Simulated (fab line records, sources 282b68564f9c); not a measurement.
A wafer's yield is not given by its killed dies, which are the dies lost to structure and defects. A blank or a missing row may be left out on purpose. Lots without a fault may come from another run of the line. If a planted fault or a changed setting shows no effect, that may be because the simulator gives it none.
A struck lot beside a sound one ; flow rit_cmos ; 27 out of 202 route steps
Sound: wafers L960.3, L960.4, L960.5. Wafers struck: L971.2, L971.5, L971.6. The cause is given at the end.
For every step that has rows: the tool of each side, followed by ch and its chambers, followed by its first start. Under that, the readings that differ: sound wafers ; struck wafers ; difference of the means ; sigmas: that difference in standard deviations of wafers without a fault.
alike: words and numbers the same on both sides, and readings whose means are apart by under 2 such deviations; not compared: readings that were withheld, readings missing a value for some wafer, numbers with overlapping values and no deviation given by the record, and bounds like >300 which may hide the same value.
The two part at a step that has a row with sigmas, a row that says differs or no value, or rows on one side only. Numbers that don't overlap but have no deviation are shown without sigmas and don't part them. A reading that every wafer of one side lacks parts them only if that side has two wafers or more.

first, 4 steps without rows for these wafers: RIT_CONTACT_SOFTBAKE_04 (time 60 s); RIT_CONTACT_EXPOSE_05 (exposes mask M11, target cd 1000 nm); RIT_CONTACT_PEB_06; RIT_CONTACT_DEVELOP_07 (develop time 120 s).
RIT_CONTACT_CD_MEAS_08 targets a cd of 1000 nm.
  sound on cd_sem-02, day 3 18:17; struck on cd_sem-01, day 6 10:41
  alike: cd_nm
RIT_CONTACT_OVL_MEAS_09:
  sound on overlay-02, day 3 18:23; struck on overlay-01, day 6 10:47
  alike: CONTACT_OVL
then, 1 step without rows for these wafers: RIT_CONTACT_HARDBAKE_10 (time 60 s).
RIT_CONTACT_ETCH_11: etches SiO2 in CHF3/CF4/Ar, stops on TiSi2, target depth 480 nm, time 320 s.
  sound on rie_diel-01 ch 0,1,2, day 3 18:35; struck on rie_diel-01 ch 0,1, day 6 10:58
  alike: drypump_motor_current_A, oes_product_au, throttle_valve_pct
  not compared: rf_hours_counter_h
RIT_CONTACT_STRIP_12: strips in O2, time 180 s.
  sound on plasma_asher-04 ch 0,1, day 3 18:50; struck on plasma_asher-03 ch 0,1, day 6 11:10
  alike: drypump_motor_current_A
  not compared: rf_hours_counter_h
RIT_CONTACT_CD_MEAS_90 targets a cd of 1000 nm.
  sound on cd_sem-02, day 3 18:59; struck on cd_sem-01, day 6 11:22
  alike: cd_nm
then, 2 steps without rows for these wafers: RIT_CONTACT_CLEAN_13 (cleans in SC1, time 600 s); RIT_CONTACT_CLEAN_14 (cleans in SC2, time 600 s).
RIT_M1_SPUTTER_00: material Al, target thk 400 nm, time 500 s.
  sound on pvd_sputter-01, day 3 19:26; struck on pvd_sputter-02, day 6 12:27
  alike: throttle_valve_pct
RIT_M1_RS_MEAS_01: the measuring method here is four-point-probe.
  sound on film_metro-02, day 3 19:46; struck on film_metro-02, day 6 12:46
reading;sound;struck;difference;sigmas
M1_AL_RS (ohm/sq);0.0726 0.0731 0.0731;0.0370 0.0366 0.0368;-0.0361;-52
RIT_M1_THK_MEAS_02: measures by xrf.
  sound on film_metro-02, day 3 19:52; struck on film_metro-02, day 6 12:52
reading;sound;struck;difference;sigmas
M1_AL_THK (nm);403 399 399;780 789 786;+385;+99
then, 6 steps without rows for these wafers: RIT_M1_HMDS_03 (prime time 60 s); RIT_M1_COAT_04 (resist thk 1300 nm); RIT_M1_SOFTBAKE_05 (time 60 s); RIT_M1_EXPOSE_06 (exposes mask M12, target cd 2600 nm); RIT_M1_PEB_07; RIT_M1_DEVELOP_08 (develop time 68 s).
RIT_M1_CD_MEAS_09 targets a cd of 2600 nm.
  sound on cd_sem-02, day 3 20:58; struck on cd_sem-01, day 6 14:06
  alike: cd_nm
RIT_M1_OVL_MEAS_10:
  sound on overlay-01, day 3 21:03; struck on overlay-02, day 6 14:14
reading;sound;struck;difference;sigmas
M1_OVL (nm);4.2 3.1 3.0;-0.5 0.0 -1.4;-4.1;-3
then, 1 step without rows for these wafers: RIT_M1_HARDBAKE_11 (time 120 s).
RIT_M1_METAL_ETCH_12: etches Al in Cl2/BCl3, stops on SiO2, time 165 s, target depth 600 nm.
  sound on rie_metal-01 ch 0,1, day 3 21:23; struck on rie_metal-02 ch 0,1, day 6 14:34
reading;sound;struck;difference;sigmas
oes_product_au (a.u.);0.790 0.765 0.766;0.987 0.959 0.987;+0.204;+17
model.etch.depth_nm (nm);403.9 400.8 401.2;596.6 597.6 598.9;+195.7;
model.M1.feature_depth_nm (nm);436.4 433.1 433.9;596.6 597.6 598.9;+163.2;
  alike: drypump_motor_current_A, throttle_valve_pct
  not compared: rf_hours_counter_h
then, 1 step without rows for these wafers: RIT_M1_STRIP_13 (strips in nmp, time 600 s).
RIT_M1_PROBE_99:
  sound on prober-02, day 3 23:41; struck on prober-01, day 6 16:55
reading;sound;struck;difference;sigmas
defect_limited_yield (%);99.2 98.5 96.6;0 0 0;-98;-98
killed_at_M0_to_M3;0 0 0;254 254 263;+257;+99 or more
killed_dies;2 4 9;264 264 264;+259;+96
killed_on_rim;1 1 1;70 70 70;+69;+53
sort_bin_5_function (%);0 0.4 2.7;99.2 98.9 100.0;+98.3;+99 or more
sort_n_pass;262.0 260.0 255.0;0 0 0;-259;-96
sort_yield_pct (%);99.2 98.5 96.6;0 0 0;-98;-98
  alike: killed_at_contacts, killed_at_front_end, killed_open, killed_short, sort_bin_3_pad_short, sort_bin_6_memory

## WHERE THEY PART
Last at RIT_M1_PROBE_99 as far as this record goes, first at RIT_M1_RS_MEAS_01.

WHY: what the simulator had put in
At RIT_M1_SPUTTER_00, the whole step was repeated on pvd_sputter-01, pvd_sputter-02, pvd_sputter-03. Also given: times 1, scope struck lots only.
